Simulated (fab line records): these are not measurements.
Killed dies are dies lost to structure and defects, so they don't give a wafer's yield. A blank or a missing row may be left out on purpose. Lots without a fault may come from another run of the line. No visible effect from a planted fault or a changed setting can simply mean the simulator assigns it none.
A struck lot beside a sound one :: flow rit-cmos :: 44 out of 202 route steps
Sound: the wafers L167.2, L167.3, L167.5. Wafers struck: L182.1, L182.2, L182.6. The cause is named last.
For every step that has rows: the tool of each side, followed by ch and its chambers, followed by its first start. Under that, the readings that differ: sound wafers :: struck wafers :: difference of the means :: sigmas: that difference in standard deviations of wafers without a fault.
alike: readings with means less than 2 such deviations apart, plus words and numbers identical on both sides. not compared: withheld readings, readings lacking a value on some wafer, bounds such as >300 that could conceal the same value, and numbers that have no deviation in the record and whose values overlap.
Wherever a step has rows on one side only, a row that says differs or no value, or a row with sigmas, the two part there. Non-overlapping numbers with no deviation appear without sigmas and do not part them. A reading that every wafer of one side lacks parts them only if that side has two wafers or more.

first, 2 steps without rows for these wafers: RIT_NLDD_HARDBAKE_07 (time 60 s); RIT_NLDD_IMPLANT_08.
RIT_NLDD_STRIP_09: strips in O2, time 180 s.
  sound on plasma-asher-01 ch 0,1, day 2 19:49; struck on plasma-asher-01 ch 0,1, day 6 07:50
  alike: drypump-motor-current-A, o2-flow-sccm
  not compared: rf-hours-counter-h
RIT_NLDD_TW_MEAS_10:
  sound on film-metro-03 at day 2 20:01; struck on film-metro-03 at day 6 08:01
  alike: NLDD_TW
then, 6 steps without rows for these wafers: RIT_PLDD_HMDS_00 (prime time 60 s); RIT_PLDD_COAT_01 (resist thk 1000 nm); RIT_PLDD_SOFTBAKE_02 (time 60 s); RIT_PLDD_EXPOSE_03 (exposes mask M8, target cd 40900 nm); RIT_PLDD_PEB_04; RIT_PLDD_DEVELOP_05 (develop time 50 s).
RIT_PLDD_OVL_MEAS_06:
  sound on overlay-01 at day 2 20:55; struck on overlay-02 at day 6 09:08
reading: PLDD_OVL (nm)
sound: 1.0 2.0 1.5
struck: -2.6 -1.6 -1.3
difference: -3.3
sigmas: -2
then, 1 step without rows for these wafers: RIT_PLDD_HARDBAKE_07 (time 60 s).
RIT_PLDD_IMPLANT_08:
  sound on implanter-03 ch 0, day 2 21:08; struck on implanter-01 ch 0, day 6 09:19
reading: dose-ions-cm2
sound: 9.002e+14 8.994e+14 9.006e+14
struck: 4.065e+14 4.058e+14 4.075e+14
difference: -4.935e+14
sigmas: -99 or more

reading: end-station-pressure-torr (Torr)
sound: 7.7e-06 7.8e-06 7.3e-06
struck: 6.4e-06 5.9e-06 6.3e-06
difference: -1.4e-06
sigmas: -4

reading: faraday-current-uA
sound: 2840 2822 2848
struck: 1300 1242 1317
difference: -1550
sigmas: -28
RIT_PLDD_STRIP_09: strips in O2, time 180 s.
  sound on plasma-asher-04 ch 0,1, day 2 21:16; struck on plasma-asher-02 ch 0,1, day 6 09:28
  alike: drypump-motor-current-A, o2-flow-sccm
  not compared: rf-hours-counter-h
RIT_PLDD_TW_MEAS_10:
  sound on film-metro-01 at day 2 21:26; struck on film-metro-02 at day 6 09:39
reading: PLDD_TW
sound: 2353 2351 2349
struck: 1880 1857 1863
difference: -484
sigmas: -27
then, 4 steps without rows for these wafers: RIT_SPACER_CLEAN_00 (cleans in SC1, time 600 s); RIT_SPACER_CLEAN_01 (cleans in dHF, time 30 s); RIT_SPACER_CLEAN_02 (cleans in SC2, time 600 s); RIT_SPACER_CVD_03 (deposits Si3N4 from SiH2Cl2/NH3, target thk 250 nm, time 3300 s).
RIT_SPACER_THK_MEAS_04:
  sound on film-metro-04 at day 2 23:47; struck on film-metro-01 at day 6 12:57
  alike: SPACER_NITRIDE_THK
RIT_SPACER_ETCHBACK_05: etches Si3N4 in SF6/CHF3, stops on SiO2, target depth 250 nm, time 240 s.
  sound on rie-diel-01 ch 1,2,3, day 2 23:50; struck on rie-diel-02 ch 0,3, day 6 13:01
  alike: drypump-motor-current-A, oes-product-au, throttle-valve-pct
  not compared: rf-hours-counter-h
then, 6 steps without rows for these wafers: RIT_NSD_HMDS_00 (prime time 60 s); RIT_NSD_COAT_01 (resist thk 1000 nm); RIT_NSD_SOFTBAKE_02 (time 60 s); RIT_NSD_EXPOSE_03 (exposes mask M9, target cd 40700 nm); RIT_NSD_PEB_04; RIT_NSD_DEVELOP_05 (develop time 50 s).
RIT_NSD_OVL_MEAS_06:
  sound on overlay-01 at day 3 00:50; struck on overlay-01 at day 6 14:08
  alike: NSD_OVL
then, 2 steps without rows for these wafers: RIT_NSD_HARDBAKE_07 (time 60 s); RIT_NSD_IMPLANT_08.
RIT_NSD_STRIP_09: strips in O2, time 180 s.
  sound on plasma-asher-04 ch 0,1, day 3 01:10; struck on plasma-asher-01 ch 0,1, day 6 14:28
reading: drypump-motor-current-A (A)
sound: 6.7 6.7 6.3
struck: 5.7 5.7 5.6
difference: -0.9
sigmas: -2
  alike: o2-flow-sccm
  not compared: rf-hours-counter-h
RIT_NSD_TW_MEAS_10:
  sound on film-metro-01 at day 3 01:22; struck on film-metro-02 at day 6 14:38
  alike: NSD_TW
then, 6 steps without rows for these wafers: RIT_PSD_HMDS_00 (prime time 60 s); RIT_PSD_COAT_01 (resist thk 1000 nm); RIT_PSD_SOFTBAKE_02 (time 60 s); RIT_PSD_EXPOSE_03 (exposes mask M10, target cd 40900 nm); RIT_PSD_PEB_04; RIT_PSD_DEVELOP_05 (develop time 50 s).
RIT_PSD_OVL_MEAS_06:
  sound on overlay-02 at day 3 02:23; struck on overlay-02 at day 6 15:33
  alike: PSD_OVL
then, 2 steps without rows for these wafers: RIT_PSD_HARDBAKE_07 (time 60 s); RIT_PSD_IMPLANT_08.
RIT_PSD_STRIP_09: strips in O2, time 180 s.
  sound on plasma-asher-02 ch 0,1, day 3 02:43; struck on plasma-asher-03 ch 0,1, day 6 15:53
  alike: drypump-motor-current-A, o2-flow-sccm
  not compared: rf-hours-counter-h
RIT_SDANNEAL_RS_MEAS_06: measures by four-point-probe.
  sound on film-metro-03 at day 3 03:38; struck on film-metro-03 at day 6 16:49
reading: PLDD_RS (ohm/sq)
sound: 177.9 178.2 178.1
struck: 303.5 303.1 304.1
difference: +125.5
sigmas: +99 or more
RIT_M1_PROBE_99:
  sound on prober-02 at day 3 11:05; struck on prober-01 at day 7 00:15
reading: model.etest.pmos-turned.r-on-ohm-um
sound: 3610 3574 3579
struck: 4597 4906 4930
difference: +1223
sigmas: 

reading: model.etest.pmos_0p3.r-on-ohm-um
sound: 6472 6386 6431
struck: 6982 7145 6982
difference: +607
sigmas: 

reading: model.etest.pmos_0p15.r-on-ohm-um
sound: 2839 2838 2834
struck: 3476 3601 3544
difference: +703
sigmas: 

reading: model.etest.pldd.rs-ohm-sq
sound: 566.3 540.7 551.8
struck: 1020 1068 1128
difference: +519
sigmas: 

reading: model.etest.pldd.line-ohm-um
sound: 179.3 170.1 172.1
struck: 321.1 342.8 355
difference: +165.8
sigmas: 

reading: model.etest.pmos-turned.drive-ua-um
sound: 175.5 179.5 178.3
struck: 125.1 114.3 112.2
difference: -60.6
sigmas: 

reading: model.etest.pmos_0p15.drive-ua-um
sound: 248 248.2 247.8
struck: 206.5 199.8 203.4
difference: -44.8
sigmas: 

reading: model.etest.pmos-narrow.drive-ua-um
sound: 97.92 100.5 98.18
struck: 94.23 93.06 93.76
difference: -5.18
sigmas: 
  alike: killed-at-front-end, killed-dies, killed-open, killed-short

## WHERE THEY PART
Last at RIT_SDANNEAL_RS_MEAS_06 as far as this record goes, first at RIT_PLDD_OVL_MEAS_06. Later steps at which nothing parts them and some readings are alike: RIT_M1_PROBE_99.

WHY: what had been put in by the simulator
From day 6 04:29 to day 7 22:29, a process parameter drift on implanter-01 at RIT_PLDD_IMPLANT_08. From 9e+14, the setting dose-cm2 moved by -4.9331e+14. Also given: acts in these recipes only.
